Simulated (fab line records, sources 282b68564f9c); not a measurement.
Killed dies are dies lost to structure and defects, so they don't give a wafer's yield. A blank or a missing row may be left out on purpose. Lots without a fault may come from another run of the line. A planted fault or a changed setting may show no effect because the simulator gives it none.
Tool commonality check | flow rit_cmos | 14 lots, 42 wafers sampled

WHY IT WAS OPENED
At RIT_SPACER_THK_MEAS_04 the reading SPACER_NITRIDE_THK is flagged on 3 of 14 lots. Wafers without a fault read 250.3 nm, standard deviation 2.8.
Rule: a lot is flagged when every wafer of it that has a number lies more than 4 standard deviations from that mean, or none has a number. The other lots count as sound.

lot  | measured    | on            | SPACER_NITRIDE_THK (nm), wafer by wafer | flag
L622 | day 3 04:25 | film_metro-01 | 248.5 248.0 247.4                       |
L623 | day 3 11:04 | film_metro-02 | 245.0 246.7 246.9                       |
L624 | day 3 14:23 | film_metro-01 | 247.9 247.5 247.6                       |
L625 | day 3 21:03 | film_metro-04 | 248.1 249.6 249.6                       |
L626 | day 4 03:05 | film_metro-04 | 250.9 248.4 248.1                       |
L627 | day 4 04:15 | film_metro-02 | 249.0 250.0 250.1                       |
L628 | day 4 06:37 | film_metro-04 | 253.8 251.1 250.6                       |
L630 | day 4 16:21 | film_metro-01 | 401.3 400.6 399.0                       | FLAGGED
L632 | day 5 07:34 | film_metro-04 | 400.6 400.7 400.6                       | FLAGGED
L634 | day 5 11:38 | film_metro-04 | 396.9 395.9 397.8                       | FLAGGED
L636 | day 6 02:19 | film_metro-02 | 250.1 249.2 248.8                       |
L641 | day 7 16:04 | film_metro-04 | 253.7 253.5 253.5                       |
L643 | day 7 22:11 | film_metro-02 | 249.9 246.8 248.1                       |
L645 | day 8 08:26 | film_metro-04 | 249.7 251.5 250.2                       |
The numbers of the flagged lots are 399.3 nm on average: +149.0 nm against the usual, or +53 standard deviations.

WHICH TOOL RAN EACH LOT
The record holds 1 process step before the reading, out of a route of 202 steps. In each cell: the tool, then ch and the chambers that the sampled wafers went through, then the start.
lot  | flag    | RIT_SPACER_CVD_03
L622 |         | lpcvd-01 ch 1, day 3 02:30
L623 |         | lpcvd-01 ch 0, day 3 09:08
L624 |         | lpcvd-01 ch 1, day 3 12:28
L625 |         | lpcvd-02 ch 1, day 3 18:10
L626 |         | lpcvd-02 ch 1, day 4 01:10
L627 |         | lpcvd-01 ch 0, day 4 02:20
L628 |         | lpcvd-02 ch 0, day 4 04:41
L630 | FLAGGED | lpcvd-01 ch 0, day 4 14:25
L632 | FLAGGED | lpcvd-01 ch 0, day 5 05:38
L634 | FLAGGED | lpcvd-01 ch 1, day 5 09:43
L636 |         | lpcvd-02 ch 0, day 6 00:23
L641 |         | lpcvd-02 ch 1, day 7 14:08
L643 |         | lpcvd-02 ch 0, day 7 20:16
L645 |         | lpcvd-02 ch 0, day 8 06:31
What these steps do:
- RIT_SPACER_CVD_03: deposits Si3N4 from SiH2Cl2/NH3, target thk 250 nm, time 3300 s.
- RIT_SPACER_THK_MEAS_04

FLAGGED OVER TOTAL, TOOL BY TOOL (the gauges that took the reading come last)
step                   | tool          | lots run | flagged | share of the flagged lots | sound lots run after its first flagged lot
RIT_SPACER_CVD_03      | lpcvd-01      | 7        | 3       | all                       | 0
RIT_SPACER_CVD_03      | lpcvd-02      | 7        | 0       | none                      | -
RIT_SPACER_THK_MEAS_04 | film_metro-01 | 3        | 1       | some                      | 0
RIT_SPACER_THK_MEAS_04 | film_metro-02 | 4        | 0       | none                      | -
RIT_SPACER_THK_MEAS_04 | film_metro-04 | 7        | 2       | some                      | 2 (L641,L645)

WHAT THE TABLE ALLOWS
1 row of the table ran every flagged lot: lpcvd-01 at RIT_SPACER_CVD_03.
- lpcvd-01 at RIT_SPACER_CVD_03: 3 of its 7 lots flagged. Its last sound lot is L627 (day 4 02:20), its first flagged lot L630 (day 4 14:25): a fault that began between those two fits. Its own readings lie more than 4 standard deviations out on every wafer of the flagged lots: spike_tc_centre_C, spike_tc_load_C, spike_tc_source_C, susceptor_temp_C.
One tool is left: lpcvd-01 at RIT_SPACER_CVD_03.

WHAT THE SIMULATOR HAD PUT IN
Process parameter drift: lpcvd-01, from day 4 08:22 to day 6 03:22, at RIT_SPACER_CVD_03. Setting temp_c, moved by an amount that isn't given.
Lots struck among those shown: L630, L632, L634. The rule above found the same.
